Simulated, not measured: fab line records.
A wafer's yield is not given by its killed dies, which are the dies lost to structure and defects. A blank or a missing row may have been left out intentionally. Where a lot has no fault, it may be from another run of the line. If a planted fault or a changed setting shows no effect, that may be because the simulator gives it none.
fab line records | flow ritCmos
record lots=6 wafers=18 lastDay=7
route steps=202 shown GATE@96 REOX@98 NLDD@103 M1@202
lots with no fault: from the same line, run without faults
startH: hours from the record's first day to the start of the lot's first wafer shown | waitH: hours from the lot's prior step to this one | " unchanged from the row above | L1.1+2: a single row standing in for several wafers | - no value, or no start was given | * or withheld: withheld | < > ~ a bound
route shown NAME@n: names a module that has steps shown in the file, with the first one's number in the route | usual: the fault-free wafers' mean and standard deviation | same: alike in all rows | chamber/n: place in a boat | sites: readings site by site | _std_site: the standard deviation of these | _edge_site: the outer-site mean with the inner-site mean subtracted | radiusMm: for every site, how far away it sits from the centre of the wafer | mask NAME#n: copy n | behind: tool/chamber where the wafer was last shaped | hold: why the lot was held/for how many hours/how that ended | device: the transistor (n, p or np) that didn't switch | end of line: at the end of the route, the tests of the same wafers | a step without rows: its recipe alone | killed: dies that structure and defects cost at the first sort, which is not the same as the wafer's yield | map: a wafer's dies, marking killed ones x, the rest . and places with no die _
set.NAME: the setting that was run; set.NAME@STEP: the one run at that earlier step | model.NAME: the simulator's own value behind a step, which no gauge read
lots at selected steps of the route; one table per step, one row per wafer
services: the hour from which a tool's chamber was out of use, counted from the record's first day as startH (under 0 if before that day), plus the number of hours and why
## steps
# step RIT_GATE_STRIP_20
# recipe chemistry=O2 timeS=180 resist=NOVOLAK platenTempC=withheld powerW=500 pressureMtorr=4000 o2FlowSccm=4000
# usual drypumpMotorCurrentA=5.7/0.49 rfReflPowerW=6.1/1.6
# columns lot.wafer tool chamber startH waitH drypumpMotorCurrentA rfHoursCounterH rfReflPowerW
L185.1 plasmaAsher-03 0 56.64 0.1 5.0 39 8.8
L185.5 " 1 " " 6.1 - 6.5
L185.6 " 0 " " 5.0 - 9.1
L193.3 plasmaAsher-02 1 100.15 0.1 6.2 - 5.4
L193.4 " 0 " " 5.2 - 5.2
L193.6 " 0 " " 5.2 - 5.2
L194.1 plasmaAsher-04 1 106.27 0.1 5.4 33 5.2
L194.5 " 0 " " 6.0 - 4.9
L194.6 " 1 " " 5.4 - 5.2
L195.1 plasmaAsher-03 0 107.89 0.1 5.0 43 9.4
L195.2 " 1 " " 6.1 43 7.2
L195.6 " 0 " " 5.0 - 9.4
L197.1 plasmaAsher-03 1 118.30 0.1 6.1 45 7.2
L197.4 " 1 " " 6.1 - 6.9
L197.5 " 0 " " 5.0 - 9.4
L204.1 plasmaAsher-04 0 152.43 0.1 6.1 38 4.8
L204.3 " 1 " " 5.4 - 5.4
L204.5 " 1 " " 5.4 - 5.4
# step RIT_GATE_CD_MEAS_90
# recipe targetCdNm=150
# usual cdNm=149.6/2.5
# columns lot.wafer tool chamber startH waitH cdNm
L185.1 cdSem-01 - 56.89 0.2 147.5
L185.5 " - " " 151.3
L185.6 " - " " 150.5
L193.3 cdSem-01 - 100.31 0.1 151.2
L193.4 " - " " 150.3
L193.6 " - " " 149.6
L194.1 cdSem-01 - 106.44 0.1 146.9
L194.5 " - " " 150.2
L194.6 " - " " 151.2
L195.1 cdSem-01 - 108.06 0.1 152.3
L195.2 " - " " 151.0
L195.6 " - " " 151.8
L197.1 cdSem-01 - 118.48 0.1 148.9
L197.4 " - " " 147.4
L197.5 " - " " 145.3
L204.1 cdSem-02 - 152.61 0.1 147.8
L204.3 " - " " 149.0
L204.5 " - " " 149.1
# step RIT_REOX_CLEAN_00
# recipe chemistry=SC1 mix=3:3:50 timeS=600 tempC=75
# step RIT_REOX_CLEAN_01
# recipe chemistry=dHF dilution=50:1 timeS=30
# step RIT_REOX_CLEAN_02
# recipe chemistry=SC2 mix=3:3:50 timeS=600 tempC=75 dry=n2Spin
# step RIT_REOX_OXIDATION_03
# recipe tempC=900 ambient=O2 targetThkA=252 oxTimeS=5310
# step RIT_REOX_THK_MEAS_04
# recipe reads=SiO2_of_REOX_OXIDATION_03
# usual REOX_OXIDE_THK=24.4/0.5
# columns lot.wafer tool chamber startH waitH REOX_OXIDE_THK[nm]
L185.1 filmMetro-04 - 59.94 0.0 24.1
L185.5 " - " " 24.2
L185.6 " - " " 24.3
L193.3 filmMetro-04 - 103.75 0.0 24.7
L193.4 " - " " 25.2
L193.6 " - " " 24.9
L194.1 filmMetro-03 - 109.50 0.0 25.0
L194.5 " - " " 24.6
L194.6 " - " " 24.2
L195.1 filmMetro-01 - 111.12 0.0 24.7
L195.2 " - " " 25.0
L195.6 " - " " 24.8
L197.1 filmMetro-01 - 121.52 0.0 25.0
L197.4 " - " " 24.6
L197.5 " - " " 24.8
L204.1 filmMetro-04 - 155.66 0.0 24.3
L204.3 " - " " 24.4
L204.5 " - " " 24.3
# step RIT_NLDD_HMDS_00
# recipe primeTimeS=60 primeTempC=140
# step RIT_NLDD_COAT_01
# recipe resist=NOVOLAK spinRpm=3250 resistThkNm=1000
# step RIT_NLDD_SOFTBAKE_02
# recipe resist=NOVOLAK tempC=90 timeS=60
# step RIT_NLDD_EXPOSE_03
# recipe maskId=M7 na=0.57 targetCdNm=40700 doseMj=250
# step RIT_NLDD_PEB_04
# recipe resist=NOVOLAK tempC=withheld timeS=withheld
# step RIT_NLDD_DEVELOP_05
# recipe resist=NOVOLAK developTimeS=50 devTempC=23
# usual developerTempC=22.98/0.095
# columns lot.wafer tool chamber startH waitH developerTempC
L185.1 lithoTrack-02 0 60 - 23.01
L185.5 " 0 " " 22.99
L185.6 " 0 " " 22.92
L193.3 lithoTrack-03 0 104 - 22.89
L193.4 " 0 " " 23.04
L193.6 " 0 " " 23.10
L194.1 lithoTrack-03 0 110 - 25.46
L194.5 " 0 " " 25.21
L194.6 " 0 " " 25.44
L195.1 lithoTrack-01 0 112 - 23.02
L195.2 " 0 " " 23.04
L195.6 " 0 " " 22.96
L197.1 lithoTrack-03 0 122 - 25.25
L197.4 " 0 " " 25.21
L197.5 " 0 " " 25.18
L204.1 lithoTrack-01 0 156 - 22.99
L204.3 " 0 " " 23.25
L204.5 " 0 " " 23.18
# step RIT_NLDD_OVL_MEAS_06
# usual NLDD_OVL=0.1/1.5
# columns lot.wafer tool chamber startH waitH NLDD_OVL[nm]
L185.1 overlay-01 - 60.85 - -0.6
L185.5 " - " " 1.0
L185.6 " - " " -2.0
L193.3 overlay-01 - 104.96 - 1.8
L193.4 " - " " 0.9
L193.6 " - " " 1.5
L194.1 overlay-02 - 110.53 - 0.7
L194.5 " - " " 0.9
L194.6 " - " " -1.6
L195.1 overlay-02 - 112.29 - -0.8
L195.2 " - " " 1.4
L195.6 " - " " -0.9
L197.1 overlay-02 - 122.55 - 0.8
L197.4 " - " " 1.4
L197.5 " - " " 1.3
L204.1 overlay-02 - 156.69 - -0.8
L204.3 " - " " -1.0
L204.5 " - " " -2.7
# step RIT_M1_PROBE_99
# usual killedAtContacts=0.1/0.36 killedAtFrontEnd=7.2/2.9 killedDies=7.4/2.9 killedOpen=3.8/2 killedShort=3.5/2
# same grossDies=264 killed_at_M0_to_M3=0 killed_at_M4_up=0 killedAtBackSide=0 killedAtOther=0
# columns lot.wafer tool chamber startH waitH killedAtContacts killedAtFrontEnd killedDies killedOpen killedShort
L193.3 prober-01 - 120.77 0.2 0 6 6 2 4
L193.4 prober-01 - 120.82 0.2 0 9 9 5 4
L193.6 prober-01 - 120.92 0.2 1 7 8 3 5
L204.1 prober-02 - 172.25 0.1 0 12 12 6 6
L204.3 prober-02 - 172.35 0.2 0 7 7 2 5
L204.5 prober-02 - 172.45 0.2 0 8 8 4 4
# killed by level:class
L193.3 FOX1:geometricParticle:open=2 REOX:geometricParticle:short=2 FOX2:geometricParticle:short=1 GATE:geometricParticle:short=1
L193.4 GATE:geometricParticle:open=3 GATE:geometricParticle:short=2 FOX1:geometricParticle:open=1 REOX:geometricParticle:short=1 SPACER:geometricParticle:open=1 SILICIDE:geometricParticle:short=1
L193.6 FOX1:geometricParticle:short=3 FOX2:geometricParticle:open=1 GATE:geometricParticle:open=1 GATE:geometricParticle:short=1 REOX:geometricParticle:open=1 CONTACT:geometricParticle:short=1
L204.1 FOX1:geometricParticle:open=4 FOX1:geometricParticle:short=2 GATE:geometricParticle:short=2 FOX2:geometricParticle:short=1 GATE:geometricParticle:open=1 SILICIDE:geometricParticle:short=1 SILICIDE:geometricParticle:open=1
L204.3 FOX1:geometricParticle:short=2 REOX:geometricParticle:short=2 FOX1:geometricParticle:open=1 GATE:geometricParticle:short=1 GATE:geometricParticle:open=1
L204.5 GATE:geometricParticle:open=2 GATE:geometricParticle:short=2 SILICIDE:geometricParticle:short=2 FOX2:geometricParticle:open=1 SILICIDE:geometricParticle:open=1
## services
# columns tool chamber startH hours kind
plasmaAsher-03 - 32.97 16.7 repair
plasmaAsher-04 - 46.32 3.4 repair
plasmaAsher-03 - 62.75 3.1 repair
plasmaAsher-03 - 66.82 15.6 pm
plasmaAsher-02 - 107.56 3.9 repair
plasmaAsher-04 - 108.75 1.5 repair
plasmaAsher-02 - 111.42 9.0 pm
plasmaAsher-02 0 111.42 9.0 ventCycle
plasmaAsher-02 1 111.42 9.0 ventCycle
plasmaAsher-02 0 120.42 - clean
plasmaAsher-02 1 120.42 - clean
## key
firstSign step=RIT_NLDD_DEVELOP_05 reading=developerTempC direction=up sigmas=24 usual=* struck=*
effect none on later readings
metAt RIT_NLDD_DEVELOP_05
struckWafers L194.1,L194.5,L194.6,L197.1,L197.4,L197.5
testerLeftOut L194,L197
onsetBetween 104 110
fault kind=processParameterDrift tool=lithoTrack-03 chamber=- onsetH=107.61 steps=RIT_NLDD_DEVELOP_05 channel=devTempC offset=* shape=step endH=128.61 actsIn=* stated=*
# testerLeftOut: of these lots the tester's yield and bins aren't shown, on N5 and GAA mostly nor the transistor test; their killed dies are dies lost to structure and defects alone, not to doping, threshold or leakage, so they don't give the yield
